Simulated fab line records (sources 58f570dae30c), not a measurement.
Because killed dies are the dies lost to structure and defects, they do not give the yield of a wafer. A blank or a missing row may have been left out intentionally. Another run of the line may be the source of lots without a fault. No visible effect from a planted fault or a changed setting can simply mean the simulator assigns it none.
A single fault, viewed from 2 desks	flow berkeley cmos170	each desk has only its own numbers; what lay behind them comes last

## DESK OF THE TOOL OWNER: rtp anneal-01
The tool's own readings at UCB170_SILICIDE_RTA_04 (time 15 s): means of the sampled wafers that have a number, for each lot that ran on this tool. Marked OUT: a lot whose mean sits more than 4 standard deviations from the usual mean, which makes it out of limits; the brackets give that distance.
Columns: A = lamp power pct at UCB170_SILICIDE_RTA_04, usual 9.45 %; B = wafer_temp_C_max at UCB170_SILICIDE_RTA_04, usual 653.0
lot	first seen here	A	B
L706	day 8 06:55	9.33	653.9
L708	day 8 19:55	9.32	653.6
L709	day 8 20:46	9.32	653.1
L711	day 9 09:40	9.33	653.6
L713	day 9 21:39	9.34	653.6
L720	day 11 04:11	10.36 (+7.0) OUT	683.6 (+40) OUT
L723	day 11 10:18	10.36 (+7.0) OUT	683.4 (+40) OUT
Finding of this desk: L720, L723 out of limits; the first was L720 at day 11 04:11, on lamp power pct at UCB170_SILICIDE_RTA_04. In limits: L706, L708, L709, L711, L713.

## FROM THE METROLOGY DESK
What the gauges read, lot by lot, whatever tool the lot ran on: means of the sampled wafers that have a number. Marked OUT: a lot whose mean sits more than 4 standard deviations from the usual mean, which makes it out of limits; the brackets give that distance.
Columns: A = NLDD_OVL at UCB170_NLDD_OVL_MEAS_07, usual 0 nm
lot	first seen here	A
L706	day 7 16:14	2
L707	day 8 07:12	3
L710	day 8 07:27	-11
L708	day 8 07:41	-4
L709	day 8 07:56	5
L711	day 8 20:06	4
L713	day 9 08:22	-6
L714	day 9 08:38	-1
L712	day 9 09:24	2
L720	day 10 14:29	2
L723	day 10 21:20	1
L726	day 11 18:20	-1
L728	day 12 04:57	6
This desk's finding: nothing out of limits on any of the 13 lots.

## PUT TOGETHER
The tool owner's desk had the chance to raise an alarm at day 11 04:11 on L720, L723.
Nothing out of limits was seen by the metrology desk.
The metrology desk has L720, L723 on record, within its limits.
Every lot named ran UCB170_SILICIDE_RTA_04 on rtp anneal-01.

## WHAT THE SIMULATOR PUT IN
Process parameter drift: rtp anneal-01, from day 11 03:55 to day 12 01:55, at UCB170_SILICIDE_RTA_04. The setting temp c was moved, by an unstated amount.
Struck lots among those shown: L720, L723.
Time in hours from fault onset to the first out-of-limits reading at each desk: the tool owner's desk, 0.
